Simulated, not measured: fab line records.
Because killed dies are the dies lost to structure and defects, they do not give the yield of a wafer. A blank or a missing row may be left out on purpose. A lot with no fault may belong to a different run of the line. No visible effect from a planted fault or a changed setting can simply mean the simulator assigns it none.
Problem report in the 8D (eight disciplines) form, filled by code / flow berkeley cmos170 / the parts of the form that need people (team, actions taken, sign-off) are left out

1. WHAT IS WRONG
developer temp C at UCB170_NLDD_DEVELOP_05 reads a mean of 20.12 C on 9 wafers of 3 lots; wafers without a fault read 21.04 C with a standard deviation of 0.1. Relative to the usual mean, that is a shift of -9.2 standard deviations.
The step: develop time 45 s.
First observed at day 8 12:00: wafer L337.1, on litho track-03. Wafers with a number at this step in the record: 45, from 15 lots. By rule, "out" or "out of limits" means more than 4 standard deviations away from the usual mean. The other wafers with a number count as sound.

2. WHAT IT IS AND WHAT IT IS NOT
question=which readings at this step | is=developer temp C | is not=-
question=which lots | is=L336, L337, L339 | is not=L327, L329, L330, L331, L332, L333, L341, L342, L343, L345, L347, L349
question=which wafers of those lots | is=all that have a number | is not=-
question=read on which tools | is=litho track-03 | is not=litho track-01, litho track-04
question=when | is=from day 8 12:00 | is not=up to then (18 sound wafers); but 18 sound wafers of L341, L342, L343, L345, L347, L349 came after

3. WHAT RULES OUT EACH SUSPECT
Counting: any tool at a process step up to the reading is kept as a suspect provided that every lot that is out went through it and no sound lot did after the first of them.
- litho track-03 at UCB170_NLDD_DEVELOP_05 (develop time 45 s): kept. All lots that are out passed through it, beginning with L337 at day 8 12:00, and no sound lot followed; its final sound lot before that point was L332 at day 7 21:00. Its own readings are out on those wafers: developer temp C.
After counting, what remains is litho track-03 at UCB170_NLDD_DEVELOP_05.

4. THE CAUSE (what the simulator had put in)
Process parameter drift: litho track-03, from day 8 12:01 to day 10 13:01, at UCB170_NLDD_DEVELOP_05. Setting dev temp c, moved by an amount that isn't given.
This tool alone remained once counting was done.

5. SEQUENCE OF EFFECTS, ordered by route
Rows list readings where the struck wafers' mean (over those with a number) sits beyond 3 standard deviations from the usual. Only readings for which the record gives a usual standard deviation are gone through. hours: the time from each lot's start at the first step in this table that gives one to its start at this step, as a median over the lots. sigmas: the change in usual standard deviations.
hours=0; step=UCB170_NLDD_DEVELOP_05; reading=developer temp C; usual=21.04 C; on struck wafers=20.12; change=-0.92; sigmas=-9.2
The process steps in it:
- UCB170_NLDD_DEVELOP_05: develop time 45 s.
Later measuring or inspecting steps at which every struck wafer that the step has a row for has a number for every such reading, and none has moved that far: UCB170_SILICIDE_THK_MEAS_03.

6. WHAT WOULD HAVE CAUGHT IT SOONER
In this record the first reading out of limits was taken at day 8 12:00.
